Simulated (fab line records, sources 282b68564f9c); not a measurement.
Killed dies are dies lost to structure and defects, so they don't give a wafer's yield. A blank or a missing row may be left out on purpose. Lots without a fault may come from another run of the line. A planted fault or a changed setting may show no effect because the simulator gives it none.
Which tool did it? | flow rit_cmos | 14 lots, 42 wafers sampled, at 2 steps of a route of 202

WHAT THE GAUGES READ, wafer by wafer
RIT_GATE_THK_MEAS_07.
lot  | measured    | on            | GATE_OXIDE_THK (nm)
L377 | day 2 12:16 | film_metro-03 | 2.87 2.92 3.00
L380 | day 3 01:11 | film_metro-04 | 2.87 2.81 2.88
L382 | day 3 14:29 | film_metro-02 | 3.01 2.97 3.03
L383 | day 3 19:25 | film_metro-04 | 2.97 2.98 2.97
L384 | day 3 22:23 | film_metro-04 | 3.04 3.09 3.08
L385 | day 4 08:04 | film_metro-02 | 3.10 3.06 3.09
L386 | day 4 10:43 | film_metro-02 | 3.08 3.04 3.02
L387 | day 4 12:15 | film_metro-04 | 3.12 3.05 3.12
L388 | day 4 18:10 | film_metro-02 | 3.03 2.96 3.03
L389 | day 4 23:29 | film_metro-02 | 3.02 2.93 3.05
L390 | day 5 07:26 | film_metro-03 | 3.02 3.00 3.07
L393 | day 5 19:29 | film_metro-03 | 4.94 4.90 5.00
L396 | day 6 14:02 | film_metro-04 | 3.04 3.10 3.02
L398 | day 6 20:19 | film_metro-02 | 4.86 4.88 5.01

WHICH TOOL RAN EACH LOT (tool, then ch and the chambers of the sampled wafers, then the start)
lot  | RIT_GATE_OXIDATION_05
L377 | furnace-04 ch 0, day 2 10:13
L380 | furnace-01 ch 0, day 2 23:31
L382 | furnace-04 ch 0, day 3 12:02
L383 | furnace-01 ch 0, day 3 17:00
L384 | furnace-03 ch 0, day 3 21:04
L385 | furnace-03 ch 0, day 4 06:44
L386 | furnace-04 ch 0, day 4 09:23
L387 | furnace-03 ch 0, day 4 10:55
L388 | furnace-04 ch 0, day 4 15:55
L389 | furnace-04 ch 0, day 4 21:44
L390 | furnace-01 ch 0, day 5 04:10
L393 | furnace-04 ch 0, day 5 17:47
L396 | furnace-01 ch 0, day 6 12:18
L398 | furnace-04 ch 0, day 6 18:59
- RIT_GATE_OXIDATION_05: target thk 3 nm, ox time 270 s.

WHAT THE TOOLS THEMSELVES READ (means of the sampled wafers that have a number; where no wafer has one, the mark that the record gives instead)
RIT_GATE_OXIDATION_05.
lot  | tool       | spike_tc_centre_C (C) | spike_tc_load_C (C) | tube_center_temp_C_max
L377 | furnace-04 | 901.2                 | 922                 | 902.2
L380 | furnace-01 | 902.1                 | 925                 | 902.5
L382 | furnace-04 | 900.7                 | 922                 | 902.6
L383 | furnace-01 | 901.7                 | 925                 | 902.5
L384 | furnace-03 | 903.4                 | 931                 | 902.4
L385 | furnace-03 | 903.5                 | 931                 | 902.4
L386 | furnace-04 | 902.1                 | 921                 | 902.5
L387 | furnace-03 | 902.9                 | 931                 | 902.5
L388 | furnace-04 | 903.0                 | 921                 | 902.5
L389 | furnace-04 | 903.1                 | 921                 | 902.4
L390 | furnace-01 | 902.0                 | 924                 | 902.2
L393 | furnace-04 | 902.6                 | 922                 | 902.5
L396 | furnace-01 | 901.5                 | 925                 | 902.3
L398 | furnace-04 | 903.0                 | 921                 | 902.3

THE ANSWER, worked out from the rows above alone
Rule: what is usual is taken from the lots themselves. Put in order of their means at a reading, lots are off if they are a third of the lots or fewer, leave a main group of 4 or more, and stand apart from it by a gap of 3 or more times the standard deviation of the main group's means; of several such gaps the widest counts. A main group whose means are all the same, to the digits that the tables above print for the reading, isn't used. A lot without any number at a reading at which 4 lots or more have one is off too. The other lots that the step has rows for count as sound. The gauges are gone through in route order, then the tools' own readings, and for those a lot's mean is taken as printed above. The first step at which some lot is off is used, and at that step the reading that is off furthest; a lot without a number counts as furthest.
Off: L393, L398, at RIT_GATE_THK_MEAS_07 (GATE_OXIDE_THK). The main group: mean 3.01 nm, standard deviation 0.066.
A tool fits if, at a process step before that reading, it ran every lot that is off, and no sound lot after the first of them. The gauges at RIT_GATE_THK_MEAS_07 are tried like those tools. One fits: furnace-04 at RIT_GATE_OXIDATION_05. Its last sound lot is L389 (day 4 21:44), its first lot that is off L393 (day 5 17:47): a fault that began between those two fits.

WHAT THE SIMULATOR HAD PUT IN
Process parameter drift: furnace-04, from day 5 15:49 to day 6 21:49, at RIT_GATE_OXIDATION_05. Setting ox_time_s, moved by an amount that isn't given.
Lots struck among those shown: L393, L398. The rule above found the same.
